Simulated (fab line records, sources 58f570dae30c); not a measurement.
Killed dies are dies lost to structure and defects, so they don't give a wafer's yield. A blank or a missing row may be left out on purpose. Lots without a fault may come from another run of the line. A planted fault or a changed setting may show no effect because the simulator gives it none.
One fault seen from 2 desks | flow berkeley_cmos170 | each desk has only its own numbers; what lay behind them comes last

THE METROLOGY DESK
What the gauges read, lot by lot, whatever tool the lot ran on: means of the sampled wafers that have a number. A lot is out of limits, marked OUT, if its mean lies more than 4 standard deviations from the usual mean; the brackets give that distance.
Columns: A = PLDD_OVL at UCB170_PLDD_OVL_MEAS_07, usual 2 nm; B = PSD_OVL at UCB170_PSD_OVL_MEAS_07, usual -1 nm
lot  | first seen here | A  | B
L853 | day 7 22:14     | -1 | 4
L857 | day 8 07:10     | -5 | -8
L855 | day 8 07:21     | 7  | 1
L856 | day 8 07:55     | -8 | 9
L858 | day 8 08:05     | 0  | -4
L859 | day 9 10:26     | 1  | 0
L865 | day 10 01:04    | -1 | 2
L862 | day 10 01:34    | 2  | -1
L864 | day 10 01:42    | 4  | -10
L863 | day 10 01:47    | 9  | 5
L861 | day 10 01:51    | 3  | -2
L866 | day 10 01:58    | 4  | -8
L867 | day 10 12:25    | 6  | 3
L868 | day 10 12:32    | 5  | -8
This desk's finding: nothing out of limits on any of the 14 lots.

THE TOOL OWNER'S DESK: rtp_anneal-02
The tool's own readings at UCB170_SILICIDE_RTA_04 (time 15 s): means of the sampled wafers that have a number, for each lot that ran on this tool. A lot is out of limits, marked OUT, if its mean lies more than 4 standard deviations from the usual mean; the brackets give that distance.
Columns: A = lamp_power_pct at UCB170_SILICIDE_RTA_04, usual 12.31 %; B = wafer_temp_C_max at UCB170_SILICIDE_RTA_04, usual 653.4
lot  | first seen here | A     | B
L855 | day 8 21:58     | 12.42 | 653.4
L858 | day 8 22:09     | 12.40 | 652.9
L857 | day 8 22:53     | 12.40 | 652.8
L862 | day 10 15:35    | 12.40 | 653.7
L863 | day 10 16:19    | 12.39 | 652.3
L861 | day 10 16:42    | 12.40 | 652.4
L866 | day 10 18:46    | 12.23 | 648.7 (-4.3) OUT
L868 | day 11 07:14    | 12.24 | 648.5 (-4.5) OUT
This desk's finding: out of limits on L866, L868; first on L866, day 10 18:46 (wafer_temp_C_max at UCB170_SILICIDE_RTA_04). In limits: L855, L858, L857, L862, L863, L861.

PUT TOGETHER
The tool owner's desk could have raised an alarm at day 10 18:46, on L866, L868.
The metrology desk saw nothing out of limits.
The metrology desk has L866, L868 on record, within its limits.
Of the lots named, all ran UCB170_SILICIDE_RTA_04 on rtp_anneal-02.

WHAT THE SIMULATOR HAD PUT IN
Process parameter drift: rtp_anneal-02, from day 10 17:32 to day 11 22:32, at UCB170_SILICIDE_RTA_04. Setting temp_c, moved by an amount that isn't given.
Lots struck among those shown: L866, L868.
Hours from the fault's start to each desk's first reading out of limits: the tool owner's desk, 1.
